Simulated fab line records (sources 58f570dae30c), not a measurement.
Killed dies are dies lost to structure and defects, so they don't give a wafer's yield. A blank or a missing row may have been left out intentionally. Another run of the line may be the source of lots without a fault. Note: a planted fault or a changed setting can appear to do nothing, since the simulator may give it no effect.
Shared-tool check || flow berkeley cmos170 || Sampled: 14 lots, 42 wafers

== REASON IT WAS OPENED ==
Of 14 lots, 2 have the reading SCREENOX_OXIDE_THK flagged at UCB170_SCREENOX_THK_MEAS_02. Wafers without a fault read 14.51 nm, standard deviation 0.23.
Rule: a lot gets a flag if all its wafers with a number sit over 4 standard deviations from that mean, or if no wafer of it has a number. As for the other lots, they are considered sound.

{"lot": "L850", "measured": "day 6 12:41", "on": "film metro-04", "SCREENOX_OXIDE_THK (nm), wafer by wafer": "14.48 14.62 14.65", "flag": ""}
{"lot": "L852", "measured": "day 6 12:42", "on": "film metro-02", "SCREENOX_OXIDE_THK (nm), wafer by wafer": "14.77 14.81 14.68", "flag": ""}
{"lot": "L853", "measured": "day 6 20:35", "on": "film metro-01", "SCREENOX_OXIDE_THK (nm), wafer by wafer": "14.53 14.68 14.64", "flag": ""}
{"lot": "L854", "measured": "day 6 20:36", "on": "film metro-04", "SCREENOX_OXIDE_THK (nm), wafer by wafer": "14.21 14.22 14.35", "flag": ""}
{"lot": "L855", "measured": "day 7 04:50", "on": "film metro-01", "SCREENOX_OXIDE_THK (nm), wafer by wafer": "14.01 14.21 14.43", "flag": ""}
{"lot": "L856", "measured": "day 7 04:50", "on": "film metro-02", "SCREENOX_OXIDE_THK (nm), wafer by wafer": "14.73 14.61 14.64", "flag": ""}
{"lot": "L857", "measured": "day 7 20:26", "on": "film metro-02", "SCREENOX_OXIDE_THK (nm), wafer by wafer": "14.53 14.51 14.29", "flag": ""}
{"lot": "L859", "measured": "day 7 20:26", "on": "film metro-04", "SCREENOX_OXIDE_THK (nm), wafer by wafer": "14.43 14.47 14.66", "flag": ""}
{"lot": "L862", "measured": "day 8 17:20", "on": "film metro-04", "SCREENOX_OXIDE_THK (nm), wafer by wafer": "14.35 14.35 14.43", "flag": ""}
{"lot": "L863", "measured": "day 8 17:20", "on": "film metro-02", "SCREENOX_OXIDE_THK (nm), wafer by wafer": "14.35 14.57 14.83", "flag": ""}
{"lot": "L861", "measured": "day 8 17:21", "on": "film metro-01", "SCREENOX_OXIDE_THK (nm), wafer by wafer": "14.70 14.72 14.60", "flag": ""}
{"lot": "L864", "measured": "day 9 06:33", "on": "film metro-01", "SCREENOX_OXIDE_THK (nm), wafer by wafer": "14.51 14.46 14.30", "flag": ""}
{"lot": "L867", "measured": "day 9 21:47", "on": "film metro-04", "SCREENOX_OXIDE_THK (nm), wafer by wafer": "22.76 22.68 22.75", "flag": "FLAGGED"}
{"lot": "L872", "measured": "day 11 01:18", "on": "film metro-02", "SCREENOX_OXIDE_THK (nm), wafer by wafer": "23.83 23.18 23.03", "flag": "FLAGGED"}
Average over the flagged lots: 23.04 nm; offset from the usual +8.53 nm, equal to +37 standard deviations.

== WHICH TOOL EACH LOT WENT THROUGH ==
The record holds 1 process step before the reading, out of a route of 331 steps. Cell contents, in order: the tool; ch with the chambers the sampled wafers went through; the start.
{"lot": "L850", "flag": "", "UCB170_SCREENOX_OXIDATION_01": "furnace-01 ch 0, day 6 11:01"}
{"lot": "L852", "flag": "", "UCB170_SCREENOX_OXIDATION_01": "furnace-01 ch 0, day 6 11:01"}
{"lot": "L853", "flag": "", "UCB170_SCREENOX_OXIDATION_01": "furnace-02 ch 0, day 6 18:55"}
{"lot": "L854", "flag": "", "UCB170_SCREENOX_OXIDATION_01": "furnace-02 ch 0, day 6 18:55"}
{"lot": "L855", "flag": "", "UCB170_SCREENOX_OXIDATION_01": "furnace-04 ch 0, day 7 03:10"}
{"lot": "L856", "flag": "", "UCB170_SCREENOX_OXIDATION_01": "furnace-04 ch 0, day 7 03:10"}
{"lot": "L857", "flag": "", "UCB170_SCREENOX_OXIDATION_01": "furnace-04 ch 0, day 7 18:46"}
{"lot": "L859", "flag": "", "UCB170_SCREENOX_OXIDATION_01": "furnace-04 ch 0, day 7 18:46"}
{"lot": "L862", "flag": "", "UCB170_SCREENOX_OXIDATION_01": "furnace-02 ch 0, day 8 15:40"}
{"lot": "L863", "flag": "", "UCB170_SCREENOX_OXIDATION_01": "furnace-02 ch 0, day 8 15:40"}
{"lot": "L861", "flag": "", "UCB170_SCREENOX_OXIDATION_01": "furnace-02 ch 0, day 8 15:40"}
{"lot": "L864", "flag": "", "UCB170_SCREENOX_OXIDATION_01": "furnace-02 ch 0, day 9 04:53"}
{"lot": "L867", "flag": "FLAGGED", "UCB170_SCREENOX_OXIDATION_01": "furnace-02 ch 0, day 9 17:08"}
{"lot": "L872", "flag": "FLAGGED", "UCB170_SCREENOX_OXIDATION_01": "furnace-01 ch 0, day 10 20:38"}
These steps, and what they do:
- UCB170_SCREENOX_OXIDATION_01: target thk 14.4 nm, ox time 2400 s.
- UCB170_SCREENOX_THK_MEAS_02

== FLAGGED OVER TOTAL, TOOL BY TOOL (the gauges that took the reading come last) ==
{"step": "UCB170_SCREENOX_OXIDATION_01", "tool": "furnace-01", "lots run": 3, "flagged": 1, "share of the flagged lots": "some", "sound lots run after its first flagged lot": 0}
{"step": "UCB170_SCREENOX_OXIDATION_01", "tool": "furnace-02", "lots run": 7, "flagged": 1, "share of the flagged lots": "some", "sound lots run after its first flagged lot": 0}
{"step": "UCB170_SCREENOX_OXIDATION_01", "tool": "furnace-04", "lots run": 4, "flagged": 0, "share of the flagged lots": "none", "sound lots run after its first flagged lot": "-"}
{"step": "UCB170_SCREENOX_THK_MEAS_02", "tool": "film metro-01", "lots run": 4, "flagged": 0, "share of the flagged lots": "none", "sound lots run after its first flagged lot": "-"}
{"step": "UCB170_SCREENOX_THK_MEAS_02", "tool": "film metro-02", "lots run": 5, "flagged": 1, "share of the flagged lots": "some", "sound lots run after its first flagged lot": 0}
{"step": "UCB170_SCREENOX_THK_MEAS_02", "tool": "film metro-04", "lots run": 5, "flagged": 1, "share of the flagged lots": "some", "sound lots run after its first flagged lot": 0}

== THE TABLE: WHAT IT ALLOWS ==
No row of the table ran every flagged lot.

== WHAT HAD BEEN PUT IN BY THE SIMULATOR ==
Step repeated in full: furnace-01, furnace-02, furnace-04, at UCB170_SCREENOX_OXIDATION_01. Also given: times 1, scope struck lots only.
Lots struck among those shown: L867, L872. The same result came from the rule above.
